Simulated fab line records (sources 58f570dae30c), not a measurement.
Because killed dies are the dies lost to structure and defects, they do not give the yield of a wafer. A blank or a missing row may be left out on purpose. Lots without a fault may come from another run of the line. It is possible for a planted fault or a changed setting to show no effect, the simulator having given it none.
Which of the tools did it? :: flow berkeley_cmos170 :: at 1 step of a route of 331, 7 lots with 21 wafers sampled

WHAT EACH GAUGE READ, for each wafer
UCB170_ACTIVE_CD_MEAS_13 targets a cd of 1200 nm.
lot: L859
measured: day 4 21:42
on: cd_sem-01
cd_nm (nm): 1200.5 1200.9 1201.3

lot: L863
measured: day 5 10:54
on: cd_sem-01
cd_nm (nm): 1200.4 1201.6 1200.5

lot: L865
measured: day 5 18:35
on: cd_sem-01
cd_nm (nm): 1199.4 1200.1 1200.2

lot: L874
measured: day 7 12:21
on: cd_sem-02
cd_nm (nm): 1201.0 1201.8 1200.6

lot: L876
measured: day 8 01:55
on: cd_sem-02
cd_nm (nm): 1200.5 1198.5 1198.7

lot: L879
measured: day 8 13:37
on: cd_sem-02
cd_nm (nm): 1200.9 1199.2 1200.8

lot: L881
measured: day 8 21:04
on: cd_sem-02
cd_nm (nm): 1202.4 1201.7 1202.0

WHICH TOOL RAN EACH LOT (tool, then ch and the chambers of the sampled wafers, then the start)
The record shows no process step preceding these readings.

THE ANSWER, worked out from the rows above alone
Rule: the usual values come from the lots themselves. The widest of any qualifying gaps counts: lots, ordered by their means at a reading, are off when they make up no more than a third of the lots, leave a main group of 4 or more, and stand apart from it by 3 or more times the standard deviation of that group's means. Not used: any main group whose means are identical at the precision the tables above print for the reading. A lot without any number at a reading at which 4 lots or more have one is off too. All remaining lots with rows at the step are treated as sound.
Across all readings shown, no lot is off: no conclusion can be drawn from this.

WHAT THE SIMULATOR HAD INSERTED
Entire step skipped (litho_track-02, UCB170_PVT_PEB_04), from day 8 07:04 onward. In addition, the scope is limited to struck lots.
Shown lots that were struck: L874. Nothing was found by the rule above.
